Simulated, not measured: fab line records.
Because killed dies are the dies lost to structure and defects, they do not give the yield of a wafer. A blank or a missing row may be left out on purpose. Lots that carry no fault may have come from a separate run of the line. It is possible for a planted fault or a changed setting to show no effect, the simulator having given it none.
The tool behind it: which one? ; flow rit cmos ; 13 lots with 39 wafers sampled at 2 steps, on a route of 202 steps

== WHAT THE GAUGES READ, wafer by wafer ==
RIT_ACTIVE_THK_MEAS_04.
lot;measured;on;ACTIVE_NITRIDE_THK (nm)
L347;day 1 13:32;film metro-04;149.6 149.1 148.4
L348;day 1 18:32;film metro-01;149.0 149.8 149.1
L350;day 2 05:20;film metro-04;147.2 146.8 147.4
L351;day 2 11:25;film metro-01;146.4 146.3 148.1
L353;day 2 21:05;film metro-03;149.3 151.0 150.2
L354;day 3 01:13;film metro-04;153.0 152.4 152.2
L356;day 3 11:29;film metro-03;150.7 150.8 150.5
L357;day 3 15:55;film metro-01;150.1 150.3 150.8
L358;day 3 20:53;film metro-01;150.0 150.4 152.4
L361;day 4 11:59;film metro-01;149.3 151.2 149.3
L364;day 5 03:36;film metro-03;150.6 151.3 151.1
L369;day 6 05:29;film metro-04;151.9 151.1 150.9
L370;day 6 08:44;film metro-01;149.4 150.8 150.3

RIT_GATE_CD_MEAS_90 targets a cd of 150 nm.
lot;measured;on;cd nm (nm)
L347;day 2 14:29;cd sem-01;150.1 150.3 149.1
L348;day 2 21:10;cd sem-01;149.7 149.5 149.6
L350;day 3 09:29;cd sem-02;148.4 149.6 147.9
L351;day 3 11:41;cd sem-02;146.7 147.7 147.7
L353;day 3 20:47;cd sem-01;152.4 152.1 149.6
L354;day 4 04:47;cd sem-01;149.9 148.4 150.9
L356;day 4 14:03;cd sem-01;154.2 151.8 155.9
L357;day 4 17:56;cd sem-01;151.1 148.0 153.4
L358;day 4 23:37;cd sem-02;150.4 151.5 151.4
L361;day 5 16:58;cd sem-01;152.8 152.8 152.9
L364;day 6 08:20;cd sem-01;152.0 150.8 149.9
L369;day 7 04:40;cd sem-02;153.3 152.3 152.3
L370;day 7 13:52;cd sem-02;153.0 150.7 150.4

== WHAT TOOL EACH LOT RAN ON (gives the tool, then ch and the chambers of the sampled wafers, and finally the start) ==
Before these readings, the record contains no process step.

== WHAT THE TOOLS THEMSELVES READ (means of the sampled wafers that have a number; where no wafer has one, the mark that the record gives instead) ==
The record holds no such reading with a usual standard deviation.

== THE ANSWER, worked out from the rows above alone ==
Rule: usual is defined by the lots themselves. Put in order of their means at a reading, lots are off if they are a third of the lots or fewer, leave a main group of 4 or more, and stand apart from it by a gap of 3 or more times the standard deviation of the main group's means; of several such gaps the widest counts. The tables above print the reading to a certain number of digits; a main group whose means all agree to those digits is not used. Also off: a lot with no number at a reading for which 4 or more lots have one. Any other lot the step has rows for is counted as sound. First the gauges in route order, then the tools' own readings, where a lot's mean is used as printed above. The first step at which some lot is off is used, and at that step the reading that is off furthest; a lot without a number counts as furthest.
Nothing can be told from this: no lot is off at any reading shown.

== WHAT THE SIMULATOR HAD INSERTED ==
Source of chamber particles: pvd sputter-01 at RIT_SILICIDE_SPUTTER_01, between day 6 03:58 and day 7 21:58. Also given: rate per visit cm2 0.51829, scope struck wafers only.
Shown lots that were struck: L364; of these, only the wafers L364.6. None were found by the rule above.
